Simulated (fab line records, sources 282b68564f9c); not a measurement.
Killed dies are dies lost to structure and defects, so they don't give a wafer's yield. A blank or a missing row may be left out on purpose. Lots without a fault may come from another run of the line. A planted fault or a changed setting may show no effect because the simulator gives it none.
Problem report in the 8D (eight disciplines) form, filled by code | flow rit_cmos | the parts of the form that need people (team, actions taken, sign-off) are left out

1. THE PROBLEM
developer_temp_C at RIT_PWELL_DEVELOP_05 reads a mean of 23.88 C on 6 wafers of 2 lots; wafers without a fault read 22.98 C with a standard deviation of 0.1. That is +9.0 standard deviations from the usual mean.
The step: develop time 68 s.
First seen on wafer L238.1, day 4 11:00, on litho_track-04. The record holds 42 wafers of 14 lots with a number at this step. Rule for "out", or "out of limits": more than 4 standard deviations from the usual mean. The other wafers with a number count as sound.

2. WHAT IT IS AND WHAT IT IS NOT
question                    | is                     | is not
which readings at this step | developer_temp_C       | -
which lots                  | L238, L240             | L226, L227, L228, L229, L231, L232, L234, L239, L244, L246, L248, L249
which wafers of those lots  | all that have a number | -
read on which tools         | litho_track-04         | litho_track-02, litho_track-03
when                        | from day 4 11:00       | up to then (21 sound wafers); but 15 sound wafers of L239, L244, L246, L248, L249 came after

3. SUSPECTS, AND WHAT RULES EACH OUT
Counting: a tool at a process step up to the reading stays a suspect if it ran every lot that is out and no sound lot after the first of them.
- litho_track-04 at RIT_PWELL_DEVELOP_05 (develop time 68 s): kept. It ran every lot that is out, first L238 (day 4 11:00), and no sound lot after that; its last sound lot up to then is L234 (day 3 16:00). Its own readings are out on those wafers: developer_temp_C.
Left after counting: litho_track-04 at RIT_PWELL_DEVELOP_05.

4. THE CAUSE (what the simulator had put in)
Process parameter drift: litho_track-04, from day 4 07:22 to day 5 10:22, at RIT_PWELL_DEVELOP_05. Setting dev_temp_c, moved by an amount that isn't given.
Counting left only this tool.

5. THE CHAIN OF EFFECTS, in route order
Each row: a reading whose mean over the struck wafers that have a number lies more than 3 standard deviations from the usual. Only readings for which the record gives a usual standard deviation are gone through. hours: the time from each lot's start at the first step in this table that gives one to its start at this step, as a median over the lots. sigmas: the change in usual standard deviations.
hours | step                 | reading          | usual   | on struck wafers | change | sigmas
0     | RIT_PWELL_DEVELOP_05 | developer_temp_C | 22.98 C | 23.88            | +0.90  | +9.0
The process steps in it:
- RIT_PWELL_DEVELOP_05: develop time 68 s.
Later measuring or inspecting steps at which every struck wafer that the step has a row for has a number for every such reading, and none has moved that far: RIT_GATE_CD_MEAS_90.

6. WHAT WOULD HAVE CAUGHT IT SOONER
In this record the first reading out of limits was taken at day 4 11:00, 4 hours after the fault began at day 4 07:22.
